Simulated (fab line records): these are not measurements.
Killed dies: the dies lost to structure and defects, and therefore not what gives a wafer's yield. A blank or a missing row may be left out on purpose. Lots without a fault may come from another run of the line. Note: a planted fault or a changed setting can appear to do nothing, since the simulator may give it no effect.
2 desks, one fault + flow ritCmos + each desk has only its own numbers; what lay behind them comes last

FOR THE TOOL OWNER'S DESK: rtpAnneal-02
The tool's own readings at RIT_SILICIDE_RTA_04 (time 10 s, ramp up 5 s, ramp down 5 s): means of the sampled wafers that have a number, for each lot that ran on this tool. Marked OUT: a lot whose mean sits more than 4 standard deviations from the usual mean, which makes it out of limits; the brackets give that distance.
Columns: A = wafer_temp_C_max at RIT_SILICIDE_RTA_04, usual 653.0
| lot  | first seen here | A               |
|------|-----------------|-----------------|
| L769 | day 3 20:05     | 652.5           |
| L780 | day 6 00:22     | 722.3 (+90) OUT |
| L782 | day 6 18:41     | 722.3 (+90) OUT |
Finding of this desk: L780, L782 out of limits; the first was L780 at day 6 00:22, on wafer_temp_C_max at RIT_SILICIDE_RTA_04. Within limits: L769.

THE METROLOGY DESK
Means of the sampled wafers that have a number, per lot and without regard to the tool the lot ran on: this is what the gauges read. Marked OUT: a lot whose mean sits more than 4 standard deviations from the usual mean, which makes it out of limits; the brackets give that distance.
Columns: A = PSD_RS at RIT_SDANNEAL_RS_MEAS_04, usual 116.3 ohm/sq; B = NSD_RS at RIT_SDANNEAL_RS_MEAS_05, usual 84.51 ohm/sq; C = PLDD_RS at RIT_SDANNEAL_RS_MEAS_06, usual 178.9 ohm/sq; D = NLDD_RS at RIT_SDANNEAL_RS_MEAS_07, usual 153.2 ohm/sq; E = SILICIDE_TI_RS at RIT_SILICIDE_RS_MEAS_02, usual 48.1 ohm/sq; F = SILICIDE_TI_THK at RIT_SILICIDE_THK_MEAS_03, usual 30.4 nm
| lot  | first seen here | A     | B     | C     | D     | E    | F    |
|------|-----------------|-------|-------|-------|-------|------|------|
| L769 | day 3 19:14     | 116.8 | 84.65 | 179.2 | 153.9 | 48.2 | 30.4 |
| L776 | day 5 03:10     | 116.0 | 84.25 | 178.8 | 153.6 | 48.1 | 30.3 |
| L779 | day 5 19:46     | 116.4 | 84.65 | 179.1 | 152.3 | 47.6 | 30.8 |
| L780 | day 5 23:32     | 116.1 | 84.88 | 178.5 | 152.9 | 48.9 | 29.9 |
| L782 | day 6 17:53     | 116.0 | 84.84 | 178.9 | 153.5 | 48.0 | 30.4 |
| L787 | day 7 19:46     | 116.2 | 84.52 | 178.5 | 152.8 | 48.2 | 30.3 |
Finding of this desk: none of the 6 lots has anything out of limits.

ALL TOGETHER
An alarm could have come from the tool owner's desk at day 6 00:22, on L780, L782.
At the metrology desk, nothing out of limits was observed.
The metrology desk holds a record of L780, L782, inside its limits.
Of the lots named, all ran RIT_SILICIDE_RTA_04 on rtpAnneal-02.

WHAT THE SIMULATOR HAD INSERTED
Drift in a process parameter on rtpAnneal-02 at RIT_SILICIDE_RTA_04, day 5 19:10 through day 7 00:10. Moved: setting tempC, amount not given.
Shown lots that were struck: L780, L782.
Time in hours from fault onset to the first out-of-limits reading at each desk: the tool owner's desk, 5.
